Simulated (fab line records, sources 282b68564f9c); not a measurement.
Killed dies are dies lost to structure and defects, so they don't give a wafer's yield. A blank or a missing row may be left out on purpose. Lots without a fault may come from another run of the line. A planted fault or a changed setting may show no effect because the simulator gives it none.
Which tool did it? | flow rit_cmos | 7 lots, 21 wafers sampled, at 2 steps of a route of 202

WHAT THE GAUGES READ, wafer by wafer
RIT_WELLDRIVE_RS_MEAS_02: measures by four-point-probe.
lot  | measured    | on            | PWELL_RS (ohm/sq)
L585 | day 2 11:41 | film_metro-03 | 424.9 425.6 425.4
L588 | day 3 02:22 | film_metro-03 | 427.6 426.2 426.6
L591 | day 3 20:31 | film_metro-04 | 428.0 427.6 428.0
L594 | day 4 09:12 | film_metro-03 | 424.1 424.3 423.8
L602 | day 5 22:47 | film_metro-02 | 459.2 458.8 458.6
L605 | day 6 15:12 | film_metro-03 | 424.7 425.7 426.6
L607 | day 7 02:46 | film_metro-03 | 424.0 423.1 424.8

WHICH TOOL RAN EACH LOT (tool, then ch and the chambers of the sampled wafers, then the start)
lot  | RIT_PWELL_IMPLANT_08
L585 | implanter-04 ch 0, day 2 04:34
L588 | implanter-03 ch 0, day 2 19:59
L591 | implanter-01 ch 0, day 3 14:55
L594 | implanter-01 ch 0, day 4 02:07
L602 | implanter-04 ch 0, day 5 17:06
L605 | implanter-03 ch 0, day 6 09:37
L607 | implanter-03 ch 0, day 6 20:53
- RIT_PWELL_IMPLANT_08

THE ANSWER, worked out from the rows above alone
Rule: what is usual is taken from the lots themselves. Put in order of their means at a reading, lots are off if they are a third of the lots or fewer, leave a main group of 4 or more, and stand apart from it by a gap of 3 or more times the standard deviation of the main group's means; of several such gaps the widest counts. A main group whose means are all the same, to the digits that the tables above print for the reading, isn't used. A lot without any number at a reading at which 4 lots or more have one is off too. The other lots that the step has rows for count as sound.
Off: L602, at RIT_WELLDRIVE_RS_MEAS_02 (PWELL_RS). The main group: mean 425.6 ohm/sq, standard deviation 1.4.
A tool fits if, at a process step before that reading, it ran every lot that is off, and no sound lot after the first of them. The gauges at RIT_WELLDRIVE_RS_MEAS_02 are tried like those tools. Can't be told from this: 2 tools fit, implanter-04 at RIT_PWELL_IMPLANT_08, film_metro-02 at RIT_WELLDRIVE_RS_MEAS_02.

WHAT THE SIMULATOR HAD PUT IN
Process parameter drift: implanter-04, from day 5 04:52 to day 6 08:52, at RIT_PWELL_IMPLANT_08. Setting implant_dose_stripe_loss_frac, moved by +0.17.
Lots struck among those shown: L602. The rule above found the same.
